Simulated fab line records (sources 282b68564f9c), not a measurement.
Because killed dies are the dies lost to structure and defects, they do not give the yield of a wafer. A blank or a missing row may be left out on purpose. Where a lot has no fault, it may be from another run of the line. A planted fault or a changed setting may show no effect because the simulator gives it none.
fab line records    flow rit-cmos
record: lots: 7  wafers: 21  last-day: 7
route steps=202 shown GATE@94 REOX@98 NLDD@103 M1@202
lots with no fault: from the same line, run without faults
start-h: hours from the record's first day to the start of the lot's first wafer shown    wait-h: how many hours have passed since the lot's step before this one    " as in the row above    L1.1+2: one row covering several wafers at once    - either no value or no given start    * or withheld: withheld    < > ~ a bound
route shown NAME@n: names a module that has steps shown in the file, with the first one's number in the route    usual: mean and standard deviation over wafers with no fault    same: alike in all rows    chamber/n: place in a boat    sites: the reading at each site    _std_site: their standard deviation    _edge_site: outer sites' mean less inner sites'    radius-mm: for every site, how far away it sits from the centre of the wafer    mask NAME#n: copy n    behind: the most recent tool/chamber to have shaped the wafer    hold: why the lot went on hold/how many hours it stayed there/how the hold came to an end    device: names the non-switching transistor (n, p or np)    end of line: tests of these same wafers at the route's end    step lacking rows: just its recipe    killed: the dies lost at the first sort to structure and to defects; this is not the yield of the wafer    map: a wafer's dies, marking killed ones x, the rest . and places with no die _
set.NAME: the setting that was run; set.NAME@STEP: the one run at that earlier step    model.NAME: the simulator's own value behind a step, which no gauge read
lots at selected steps of the route; one table per step, one row per wafer
services: from which hour (start-h, from the record's first day; less than 0 if before it) a tool's chamber was out of use, for how many hours, and why
== steps ==
step: RIT_GATE_HARDBAKE_18
recipe: resist: NOVOLAK  temp-c: 140  time-s: 60
step: RIT_GATE_ETCH_19
recipe: chemistry: SF6/CHF3/O2  time-s: 165  SF6_flow_sccm: 30  CHF3_flow_sccm: 30  O2_flow_sccm: 5  target: poly-Si  pressure-mtorr: 40  rf-w: 160  target-depth-a: 3125  over-etch-frac: 0.2745  stop-on: SiO2
usual: SF6_flow_sccm: 29.99/0.093  drypump-motor-current-A: 5.7/0.53  oes-product-au: 0.840/0.014  throttle-valve-pct: 10.28/0.051
lot.wafer  tool       chamber  start-h  wait-h  SF6_flow_sccm  drypump-motor-current-A  oes-product-au  rf-hours-counter-h  throttle-valve-pct
L213.2     rie-si-02  0        59.11    0.1     30.16          5.1                      0.838           151                 10.36
L213.4     "          2        "        "       29.87          5.7                      0.823           108                 10.37
L213.5     "          2        "        "       30.00          5.7                      0.828           -                   10.38
L215.1     rie-si-02  2        66.81    0.1     30.02          5.7                      0.834           108                 10.37
L215.3     "          3        "        "       30.05          6.3                      0.857           1                   10.25
L215.6     "          0        "        "       30.12          5.1                      0.839           -                   10.33
L219.1     rie-si-02  1        83.42    0.1     30.01          5.2                      0.824           131                 10.23
L219.3     "          0        "        "       29.93          5.1                      0.855           151                 10.33
L219.5     "          0        "        "       30.01          5.1                      0.854           -                   10.33
L221.1     rie-si-02  1        93.35    0.1     29.97          5.3                      0.843           131                 10.23
L221.4     "          2        "        "       30.00          5.7                      0.835           109                 10.38
L221.6     "          3        "        "       29.89          6.4                      0.874           -                   10.24
L226.1     rie-si-01  3        118.07   0.1     30.08          6.6                      0.846           124                 10.28
L226.3     "          2        "        "       29.98          5.8                      0.835           149                 10.24
L226.4     "          0        "        "       30.03          5.3                      0.832           39                  10.23
L230.1     rie-si-01  0        136.98   0.1     29.89          5.4                      0.836           39                  10.24
L230.3     "          1        "        "       30.07          5.2                      0.851           1                   10.24
L230.4     "          3        "        "       29.98          6.7                      0.842           124                 10.30
L233.3     rie-si-02  0        152.34   0.1     29.94          5.1                      0.825           0                   10.34
L233.4     "          2        "        "       30.05          5.7                      0.838           109                 10.38
L233.5     "          1        "        "       30.10          5.2                      0.834           -                   10.25
step: RIT_GATE_STRIP_20
recipe: chemistry: O2  time-s: 180  resist: NOVOLAK  platen-temp-c: withheld  power-w: 500  pressure-mtorr: 4000  o2-flow-sccm: 4000
usual: drypump-motor-current-A: 6.0/0.6  o2-flow-sccm: 4000/11
lot.wafer  tool             chamber  start-h  wait-h  drypump-motor-current-A  o2-flow-sccm  rf-hours-counter-h
L213.2     plasma-asher-03  0        59.21    0.1     4.9                      3985          39
L213.4     "                0        "        "       4.8                      4016          -
L213.5     "                0        "        "       4.9                      3996          -
L215.1     plasma-asher-03  1        66.92    0.1     6.3                      4002          40
L215.3     "                1        "        "       6.3                      4000          -
L215.6     "                0        "        "       4.9                      3987          -
L219.1     plasma-asher-02  1        83.53    0.1     5.9                      3987          45
L219.3     "                0        "        "       6.7                      3995          -
L219.5     "                1        "        "       5.9                      3993          -
L221.1     plasma-asher-01  0        93.46    0.1     6.6                      3998          46
L221.4     "                1        "        "       5.9                      4026          -
L221.6     "                1        "        "       5.9                      4009          -
L226.1     plasma-asher-01  0        118.18   0.1     6.6                      4005          0
L226.3     "                0        "        "       6.6                      3998          -
L226.4     "                1        "        "       5.9                      3989          -
L230.1     plasma-asher-02  0        137.08   0.1     6.6                      4001          52
L230.3     "                0        "        "       6.6                      4004          -
L230.4     "                1        "        "       5.9                      4007          -
L233.3     plasma-asher-02  0        152.51   0.1     6.6                      4002          -
L233.4     "                1        "        "       5.9                      4005          -
L233.5     "                0        "        "       6.6                      3979          -
step: RIT_GATE_CD_MEAS_90
recipe: target-cd-nm: 150
usual: cd-nm: 150.1/2.5
lot.wafer  tool       chamber  start-h  wait-h  cd-nm
L213.2     cd-sem-01  -        59.41    0.1     152.5
L213.4     "          -        "        "       149.8
L213.5     "          -        "        "       152.9
L215.1     cd-sem-02  -        67.09    0.1     152.3
L215.3     "          -        "        "       149.8
L215.6     "          -        "        "       151.0
L219.1     cd-sem-01  -        83.70    0.1     147.8
L219.3     "          -        "        "       146.9
L219.5     "          -        "        "       144.8
L221.1     cd-sem-02  -        93.64    0.1     150.5
L221.4     "          -        "        "       153.6
L221.6     "          -        "        "       152.5
L226.1     cd-sem-02  -        118.36   0.1     149.5
L226.3     "          -        "        "       151.1
L226.4     "          -        "        "       151.5
L230.1     cd-sem-02  -        137.26   0.1     154.0
L230.3     "          -        "        "       154.6
L230.4     "          -        "        "       153.7
L233.3     cd-sem-02  -        152.67   0.1     147.1
L233.4     "          -        "        "       148.2
L233.5     "          -        "        "       148.2
step: RIT_REOX_CLEAN_00
recipe: chemistry: SC1  mix: 3:3:50  time-s: 600  temp-c: 75
step: RIT_REOX_CLEAN_01
recipe: chemistry: dHF  dilution: 50:1  time-s: 30
step: RIT_REOX_CLEAN_02
recipe: chemistry: SC2  mix: 3:3:50  time-s: 600  temp-c: 75  dry: n2-spin
step: RIT_REOX_OXIDATION_03
recipe: temp-c: 900  ambient: O2  target-thk-a: 252  ox-time-s: 5580
step: RIT_REOX_THK_MEAS_04
recipe: reads: SiO2_of_REOX_OXIDATION_03
usual: REOX_OXIDE_THK: 25.2/0.71
lot.wafer  tool           chamber  start-h  wait-h  REOX_OXIDE_THK[nm]
L213.2     film-metro-03  -        62.47    0.0     25.2
L213.4     "              -        "        "       25.3
L213.5     "              -        "        "       25.0
L215.1     film-metro-04  -        71.36    0.0     24.8
L215.3     "              -        "        "       24.8
L215.6     "              -        "        "       24.8
L219.1     film-metro-04  -        87.11    0.0     26.2
L219.3     "              -        "        "       26.2
L219.5     "              -        "        "       25.6
L221.1     film-metro-03  -        97.01    0.0     25.4
L221.4     "              -        "        "       25.3
L221.6     "              -        "        "       25.1
L226.1     film-metro-01  -        121.39   0.0     24.7
L226.3     "              -        "        "       24.9
L226.4     "              -        "        "       25.3
L230.1     film-metro-01  -        141.36   0.0     25.7
L230.3     "              -        "        "       25.8
L230.4     "              -        "        "       25.4
L233.3     film-metro-04  -        155.88   0.0     24.7
L233.4     "              -        "        "       25.0
L233.5     "              -        "        "       24.9
step: RIT_NLDD_HMDS_00
recipe: prime-time-s: 60  prime-temp-c: 140
step: RIT_NLDD_COAT_01
recipe: resist: NOVOLAK  spin-rpm: 3250  resist-thk-nm: 1000
step: RIT_NLDD_SOFTBAKE_02
recipe: resist: NOVOLAK  temp-c: 90  time-s: 60
step: RIT_NLDD_EXPOSE_03
recipe: mask-id: M7  na: 0.57  target-cd-nm: 40700  dose-mj: 250
lot.wafer   tool              chamber  start-h  wait-h  mask  model.NLDD.overlay-x-nm
L213.2+4+5  iline-stepper-01  0        63.11    0.2     M7#0  -0.04773
L215.1+3+6  iline-stepper-02  0        72.34    0.2     M7#0  -0.1253
L219.1+3+5  iline-stepper-01  0        87.76    0.1     M7#0  -148.5
L221.1+4+6  iline-stepper-01  0        97.65    0.2     M7#0  -149.8
L226.1+3+4  iline-stepper-01  0        122.03   0.2     M7#0  -151.1
L230.1+3+4  iline-stepper-02  0        141.99   0.2     M7#0  -0.02116
L233.3+4+5  iline-stepper-02  0        156.62   0.2     M7#0  0.1186
step: RIT_NLDD_PEB_04
recipe: resist: NOVOLAK  temp-c: withheld  time-s: withheld
step: RIT_NLDD_DEVELOP_05
recipe: resist: NOVOLAK  develop-time-s: 50  dev-temp-c: 23
step: RIT_NLDD_OVL_MEAS_06
usual: NLDD_OVL: 0.1/1.2
lot.wafer  tool        chamber  start-h  wait-h  NLDD_OVL[nm]
L213.2     overlay-01  -        63.50    -       0.5
L213.4     "           -        "        "       2.1
L213.5     "           -        "        "       1.2
L215.1     overlay-02  -        72.74    -       0.5
L215.3     "           -        "        "       -0.1
L215.6     "           -        "        "       -1.1
L219.1     overlay-01  -        88.16    -       -147.2
L219.3     "           -        "        "       -147.8
L219.5     "           -        "        "       -148.8
L221.1     overlay-01  -        98.05    -       -148.8
L221.4     "           -        "        "       -149.9
L221.6     "           -        "        "       -149.0
L226.1     overlay-01  -        122.43   -       -151.8
L226.3     "           -        "        "       -151.0
L226.4     "           -        "        "       -149.8
L230.1     overlay-01  -        142.39   -       -0.1
L230.3     "           -        "        "       0.3
L230.4     "           -        "        "       0.5
L233.3     overlay-01  -        156.99   -       -0.5
L233.4     "           -        "        "       -1.3
L233.5     "           -        "        "       1.2
step: RIT_NLDD_HARDBAKE_07
recipe: resist: NOVOLAK  temp-c: 140  time-s: 60
step: RIT_M1_PROBE_99
usual: killed_at_M0_to_M3: 0.0/0.2  killed-at-contacts: 0.2/0.38  killed-at-front-end: 6.7/3  killed-dies: 6.9/3  killed-open: 3.5/1.9  killed-short: 3.3/2
same: gross-dies: 264  killed_at_M4_up: 0  killed-at-back-side: 0  killed-at-other: 0
lot.wafer  tool       chamber  start-h  wait-h  killed_at_M0_to_M3  killed-at-contacts  killed-at-front-end  killed-dies  killed-open  killed-short  model.etest.nldd.width-nm
L213.2     prober-02  -        79.38    0.1     0                   0                   5                    5            2            3             3167
L213.4     prober-02  -        79.48    0.2     0                   0                   11                   11           7            4             3164
L213.5     prober-02  -        79.53    0.2     0                   0                   10                   10           6            4             3170
L215.1     prober-02  -        88.98    0.1     0                   0                   6                    6            4            2             3228
L215.3     prober-02  -        89.08    0.2     0                   0                   6                    6            3            3             3204
L215.6     prober-02  -        89.23    0.2     0                   1                   6                    7            5            2             3213
L219.1     prober-02  -        103.77   0.1     0                   0                   11                   11           4            7             3120
L219.3     prober-02  -        103.87   0.2     0                   0                   9                    9            3            6             3100
L219.5     prober-02  -        103.97   0.2     0                   0                   6                    6            2            4             3109
L221.1     prober-02  -        113.85   0.1     0                   0                   3                    3            1            2             3100
L221.4     prober-02  -        114.00   0.2     0                   0                   5                    5            2            3             3126
L221.6     prober-02  -        114.10   0.2     1                   0                   3                    4            2            2             3115
L226.1     prober-01  -        138.67   0.1     0                   0                   13                   13           7            6             3104
L226.3     prober-01  -        138.77   0.2     0                   0                   6                    6            3            3             3116
L226.4     prober-01  -        138.82   0.2     0                   0                   12                   12           3            9             3119
L230.1     prober-01  -        158.67   0.1     0                   0                   7                    7            4            3             3167
L230.3     prober-01  -        158.77   0.2     0                   0                   6                    6            1            5             3146
L230.4     prober-01  -        158.82   0.2     0                   0                   9                    9            6            2             3169
L233.3     prober-02  -        172.43   0.2     0                   0                   14                   14           9            5             3185
L233.4     prober-02  -        172.48   0.2     0                   0                   11                   11           6            5             3169
L233.5     prober-02  -        172.53   0.2     0                   0                   11                   11           7            4             3178
killed by level:class
L213.2 REOX:geometric-particle:short=2 FOX1:geometric-particle:short=1 FOX1:geometric-particle:open=1 REOX:geometric-particle:open=1
L213.4 GATE:geometric-particle:short=2 REOX:geometric-particle:open=2 SPACER:geometric-particle:open=2 SPACER:geometric-particle:short=2 FOX2:geometric-particle:open=1 GATE:geometric-particle:open=1 SILICIDE:geometric-particle:open=1
L213.5 GATE:geometric-particle:open=4 REOX:geometric-particle:short=3 REOX:geometric-particle:open=2 GATE:geometric-particle:short=1
L215.1 FOX2:geometric-particle:open=2 GATE:geometric-particle:short=2 FOX1:geometric-particle:open=1 GATE:geometric-particle:open=1
L215.3 GATE:geometric-particle:open=2 FOX1:geometric-particle:short=1 FOX2:geometric-particle:open=1 REOX:geometric-particle:short=1 SPACER:geometric-particle:short=1
L215.6 FOX1:geometric-particle:open=2 FOX2:geometric-particle:open=1 FOX2:geometric-particle:short=1 GATE:geometric-particle:open=1 SPACER:geometric-particle:open=1 CONTACT:geometric-particle:short=1
L219.1 GATE:geometric-particle:short=3 GATE:geometric-particle:open=3 SPACER:geometric-particle:short=3 FOX1:geometric-particle:open=1 REOX:geometric-particle:short=1
L219.3 GATE:geometric-particle:short=4 GATE:geometric-particle:open=2 FOX1:geometric-particle:short=1 SILICIDE:geometric-particle:short=1 SILICIDE:geometric-particle:open=1
L219.5 GATE:geometric-particle:short=2 SPACER:geometric-particle:short=2 FOX1:geometric-particle:open=1 GATE:geometric-particle:open=1
L221.1 FOX1:geometric-particle:open=1 REOX:geometric-particle:short=1 SPACER:geometric-particle:short=1
L221.4 FOX2:geometric-particle:short=1 GATE:geometric-particle:short=1 SPACER:geometric-particle:open=1 SILICIDE:geometric-particle:short=1 SILICIDE:geometric-particle:open=1
L221.6 GATE:geometric-particle:open=2 GATE:geometric-particle:short=1 M1:geometric-particle:short=1
L226.1 GATE:geometric-particle:open=5 GATE:geometric-particle:short=5 FOX1:geometric-particle:open=1 FOX2:geometric-particle:open=1 REOX:geometric-particle:short=1
L226.3 GATE:geometric-particle:open=1 GATE:geometric-particle:short=1 REOX:geometric-particle:open=1 REOX:geometric-particle:short=1 SPACER:geometric-particle:open=1 SILICIDE:geometric-particle:short=1
L226.4 GATE:geometric-particle:short=3 GATE:geometric-particle:open=3 SPACER:geometric-particle:short=3 SILICIDE:geometric-particle:short=2 REOX:geometric-particle:short=1
L230.1 REOX:geometric-particle:short=2 ACTIVE:geometric-particle:short=1 FOX1:geometric-particle:open=1 FOX2:geometric-particle:open=1 GATE:geometric-particle:open=1 REOX:geometric-particle:open=1
L230.3 GATE:geometric-particle:short=2 REOX:geometric-particle:short=2 FOX1:geometric-particle:open=1 SPACER:geometric-particle:short=1
L230.4 SPACER:geometric-particle:open=2 FOX1:geometric-particle:open=1 GATE:geometric-particle:open=1 GATE:geometric-particle:short=1 REOX:geometric-particle:short=1 REOX:geometric-particle:open=1 SILICIDE:geometric-particle:open=1 GATE:area-develop=1
L233.3 GATE:geometric-particle:open=4 REOX:geometric-particle:open=4 GATE:geometric-particle:short=2 FOX1:geometric-particle:short=1 REOX:geometric-particle:short=1 SPACER:geometric-particle:short=1 SPACER:geometric-particle:open=1
L233.4 GATE:geometric-particle:open=3 GATE:geometric-particle:short=2 REOX:geometric-particle:short=2 REOX:geometric-particle:open=2 SPACER:geometric-particle:open=1 SPACER:geometric-particle:short=1
L233.5 GATE:geometric-particle:open=4 REOX:geometric-particle:short=3 FOX1:geometric-particle:open=2 SPACER:geometric-particle:open=1 SILICIDE:geometric-particle:short=1
== services ==
tool              chamber  start-h  hours  kind
rie-si-01         2        36.74    8.8    repair
iline-stepper-02  -        47.82    4.0    repair
rie-si-02         0        107.17   -      clean
rie-si-02         0        107.17   17.7   scheduled-down
rie-si-02         0        107.17   17.7   vent-cycle
plasma-asher-01   -        108.75   9.0    pm
plasma-asher-01   0        108.75   9.0    vent-cycle
plasma-asher-01   1        108.75   9.0    vent-cycle
iline-stepper-01  0        115.92   -      calibration
plasma-asher-01   0        117.75   -      clean
plasma-asher-01   1        117.75   -      clean
rie-si-01         2        118.63   -      clean
rie-si-01         2        118.63   15.0   scheduled-down
rie-si-01         2        118.63   15.0   vent-cycle
iline-stepper-01  -        150.46   0.9    repair
== key ==
first-sign: step: RIT_NLDD_OVL_MEAS_06  reading: NLDD_OVL  direction: down  sigmas: 99+  usual: 0.1  struck: -149.3
effect none on later readings
model-effect: step: RIT_NLDD_EXPOSE_03  value: NLDD.overlay-x-nm  without: 0.1995  struck: -149.8
model-effect: step: RIT_M1_PROBE_99  value: etest.nldd.width-nm  without: 3188  struck: 3112
met-at RIT_NLDD_EXPOSE_03
struck-wafers L219.1,L219.3,L219.5,L221.1,L221.4,L221.6,L226.1,L226.3,L226.4
tester-left-out L219,L221,L226
onset-between 63.11 87.76
fault: kind: scanner-matching-overlay  tool: iline-stepper-01  chamber: -  onset-h: 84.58  steps: RIT_NLDD_EXPOSE_03  offset: -150
tester-left-out: of these lots the tester's yield and bins aren't shown, on N5 and GAA mostly nor the transistor test; their killed dies are dies lost to structure and defects alone, not to doping, threshold or leakage, so they don't give the yield
